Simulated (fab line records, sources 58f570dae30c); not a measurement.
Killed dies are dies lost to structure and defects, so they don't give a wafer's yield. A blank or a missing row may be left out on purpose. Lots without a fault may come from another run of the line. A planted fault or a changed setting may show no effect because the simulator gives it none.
A struck lot beside a sound one | flow berkeley_cmos170 | 23 steps out of a route of 331
Sound: wafers L957.1, L957.3, L957.4. Struck: wafers L963.3, L963.4, L963.6. The cause comes at the end.
At each step with rows: each side's tool, then ch and its chambers, then its first start. Under that, the readings that differ: sound wafers | struck wafers | difference of the means | sigmas: that difference in standard deviations of wafers without a fault.
alike: readings whose means differ by less than 2 such deviations, and words and numbers that are the same on both sides. not compared: withheld readings, readings that some wafer has no value for, bounds like >300 that may hide the same value, and numbers for which the record gives no deviation and whose values overlap.
The two part at a step that has a row with sigmas, a row that says differs or no value, or rows on one side only. Numbers that don't overlap but have no deviation are shown without sigmas and don't part them. A reading that every wafer of one side lacks parts them only if that side has two wafers or more.

UCB170_NWELL_ETCH_13: etches Si3N4 in CH3F/Ar/O2, stops on SiO2, target depth 246.4 nm, time 154 s.
  sound on rie_diel-01 ch 1,2,3, day 2 11:42; struck on rie_diel-04 ch 0,2,3, day 3 16:16
  alike: drypump_motor_current_A, oes_product_au, throttle_valve_pct
  not compared: rf_hours_counter_h
then, 1 step without rows for these wafers: UCB170_NWELL_IMPLANT_14.
UCB170_NWELL_STRIP_15: strips in O2.
  sound on plasma_asher-02 ch 0,1, day 2 11:58; struck on plasma_asher-02 ch 0,1, day 3 16:34
  alike: drypump_motor_current_A, oes_product_au, strip_time_to_endpoint_s
  not compared: rf_hours_counter_h
UCB170_NWELL_TW_MEAS_16:
  sound on film_metro-03, day 2 12:04; struck on film_metro-04, day 3 16:38
  alike: NWELL_TW
then, 6 steps without rows for these wafers: UCB170_NWELL_CLEAN_17 (cleans in SPM, time 600 s); UCB170_NWELL_WET_ETCH_18 (etches Si3N4 in H3PO4, time 14400 s); UCB170_NWELL_WET_ETCH_19 (etches SiO2 in BOE, time 22 s); UCB170_PWELL_CLEAN_00 (cleans in SPM, time 600 s); UCB170_PWELL_CLEAN_01 (cleans in dHF, time 60 s); UCB170_PWELL_OXIDATION_02 (target thk 26.4 nm, ox time 1226 s).
UCB170_PWELL_THK_MEAS_03:
  sound on film_metro-02, day 3 00:04; struck on film_metro-03, day 4 00:17
  reading              | sound          | struck         | difference | sigmas
  PWELL_OXIDE_THK (nm) | 25.2 25.3 25.0 | 26.3 26.0 26.2 | +1.0       | +2
then, 1 step without rows for these wafers: UCB170_PWELL_ANNEAL_04 (time 900 s).
UCB170_PWELL_CVD_05: deposits Si3N4 from SiH2Cl2/NH3, target thk 220 nm, time 3300 s.
  sound on lpcvd-01 ch 0, day 3 04:40; struck on lpcvd-02 ch 0, day 4 07:04
  alike: nh3_flow_sccm
UCB170_PWELL_THK_MEAS_06:
  sound on film_metro-03, day 3 06:35; struck on film_metro-03, day 4 09:01
  reading                | sound             | struck            | difference | sigmas
  PWELL_NITRIDE_THK (nm) | 220.6 221.5 221.0 | 446.7 446.1 447.2 | +225.6     | +99 or more
then, 6 steps without rows for these wafers: UCB170_PWELL_HMDS_07 (prime time 60 s); UCB170_PWELL_COAT_08 (resist thk 900 nm); UCB170_PWELL_SOFTBAKE_09 (time 60 s); UCB170_PWELL_EXPOSE_10 (exposes mask PWELL, target cd 3000 nm); UCB170_PWELL_PEB_11; UCB170_PWELL_DEVELOP_12 (develop time 45 s).
UCB170_PWELL_OVL_MEAS_13:
  sound on overlay-01, day 3 07:30; struck on overlay-02, day 4 10:14
  alike: PWELL_OVL
UCB170_PWELL_ETCH_14: etches Si3N4 in CH3F/Ar/O2, stops on SiO2, target depth 242 nm, time 151 s.
  sound on rie_diel-02 ch 0,1,2, day 3 07:32; struck on rie_diel-02 ch 0,1,3, day 4 10:19
  reading                  | sound             | struck            | difference | sigmas
  oes_product_au (a.u.)    | 0.944 0.938 0.925 | 1.001 0.972 0.964 | +0.043     | +3
  model.etch.depth_nm (nm) | 220.4 221.3 221   | 240.1 241.7 239   | +19.4      |
  alike: drypump_motor_current_A, throttle_valve_pct
  not compared: rf_hours_counter_h
then, 1 step without rows for these wafers: UCB170_PWELL_IMPLANT_15.

WHERE THEY PART
First at UCB170_PWELL_THK_MEAS_03; last, within this record, at UCB170_PWELL_ETCH_14.

WHY: what the simulator had put in
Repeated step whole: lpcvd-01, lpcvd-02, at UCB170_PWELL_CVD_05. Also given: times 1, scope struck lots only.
